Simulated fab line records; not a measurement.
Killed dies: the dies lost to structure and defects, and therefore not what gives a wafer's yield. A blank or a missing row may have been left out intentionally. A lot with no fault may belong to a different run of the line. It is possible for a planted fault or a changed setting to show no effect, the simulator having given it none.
Lot-split experiment -- flow berkeley cmos170 -- 5 lots, 23 wafers read, on a route of 331 steps

== THE SPLIT ==
At UCB170_NSD_IMPLANT_08, the setting dose cm2 was moved away from the recipe's 3e+15 on 9 of the 23 wafers read, by -5.5% to +5.6%. All remaining wafers had this setting at the recipe value.

== FROM THE SPLIT TO THE READING: what the file shows between them, 5 steps ==
- UCB170_NSD_STRIP_09: strips in O2
- UCB170_BACKSIDE_HMDS_00: prime time 60 s (also split here: prime time s)
- UCB170_BACKSIDE_COAT_01: resist thk 900 nm
- UCB170_BACKSIDE_SOFTBAKE_02: time 60 s
- UCB170_SDANNEAL_RTA_01: time 5 s

== THE READING ==
NSD_RS, in ohm/sq, at UCB170_SDANNEAL_RS_MEAS_03 (measures by four-point-probe). On this fab line, fault-free wafers typically give 37.28 ohm/sq with a standard deviation of 0.11 ohm/sq.

wafer,"tool, chamber at the split",dose cm2 as run,against the recipe,"NSD_RS, ohm/sq",against lot-mates on the recipe
L075.1,"implanter-04, 0",3.168e+15,+5.6%,36.61,-0.89
L075.2,"implanter-04, 0",3e+15,recipe,37.50,-
L075.3,"implanter-04, 0",3.168e+15,+5.6%,36.53,-0.97
L075.4,"implanter-04, 0",3e+15,recipe,37.50,-
L075.5,"implanter-04, 0",3.168e+15,+5.6%,36.57,-0.93
L078.3,"implanter-01, 0",3e+15,recipe,37.18,-
L078.5,"implanter-01, 0",3e+15,recipe,37.28,-
L078.6,"implanter-01, 0",3e+15,recipe,37.28,-
L079.2,"implanter-04, 0",3e+15,recipe,37.18,-
L079.3,"implanter-04, 0",3e+15,recipe,37.22,-
L079.4,"implanter-04, 0",3e+15,recipe,37.25,-
L079.5,"implanter-04, 0",3e+15,recipe,37.22,-
L079.6,"implanter-04, 0",3e+15,recipe,37.28,-
L082.1,"implanter-01, 0",3.072e+15,+2.4%,36.78,-0.33
L082.2,"implanter-01, 0",3.072e+15,+2.4%,36.85,-0.26
L082.3,"implanter-01, 0",3e+15,recipe,36.99,-
L082.4,"implanter-01, 0",3e+15,recipe,37.23,-
L082.5,"implanter-01, 0",3.072e+15,+2.4%,36.77,-0.34
L084.2,"implanter-03, 0",2.836e+15,-5.5%,38.21,+1.03
L084.3,"implanter-03, 0",3e+15,recipe,37.17,-
L084.4,"implanter-03, 0",2.836e+15,-5.5%,38.32,+1.14
L084.5,"implanter-03, 0",2.836e+15,-5.5%,38.28,+1.10
L084.6,"implanter-03, 0",3e+15,recipe,37.19,-

FIT RESULTS
A straight line over all 23 wafers: NSD_RS changes by -0.158 ohm/sq for each +1% of dose cm2; r = -0.96; the points scatter about the line by 0.14 ohm/sq.
The same after taking each lot's own level away (the mean of its wafers on the recipe; 23 wafers): -0.179 ohm/sq for each +1%; r = -0.99; scatter 0.074 ohm/sq.
The reading moves by 1 ohm/sq for the largest change in dose cm2, on that fit.
From 37.110 to 37.500 ohm/sq: that is the span of the lots' own levels, equal to 3.5 times the standard deviation above.
So the lot-to-lot level changes the slope: the two fits differ.
Check: -0.981 ohm/sq against its lot-mates is what the line predicts for one of the wafers moved furthest among these (+5.6%) when that wafer is left out of the fit. Against them it came out at -0.89 ohm/sq.

== ADDITIONAL SPLITS CARRIED BY THESE WAFERS ==
Before the reading, these wafers also passed through other splits. Each is held against what the fit with the lots' levels taken away leaves over:
other split on the same wafers,wafers away from the commonest value,r with NSD_RS (lot level and that fit taken away)
UCB170_START_OXIDATION_02 temp c,18,+0.19
UCB170_PWELL_CVD_05 temp c,15,-0.26
UCB170_ACTIVE_OXIDATION_02 temp c,10,-0.07
UCB170_ACTIVE_COAT_08 spin rpm,5,+0.37
UCB170_NLDD_IMPLANT_08 energy kev,5,+0.25
UCB170_BACKSIDE_HMDS_00 prime time s,8,-0.13

== THE WHOLE CHAIN: every reading that the file lists as answering this split, in the file's order ==
step,what it does,reading,change (the file's fit),r (the file's)
UCB170_NSD_STRIP_09,strips in O2,strip time to endpoint s,withheld for each +1% of the setting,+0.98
UCB170_SDANNEAL_RS_MEAS_03,measures by four-point-probe,NSD_RS,-0.178 for each +1% of the setting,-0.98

== FILE'S OWN FIT ==
NSD_RS changes by -0.178 ohm/sq for each +1% of dose cm2, r = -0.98.
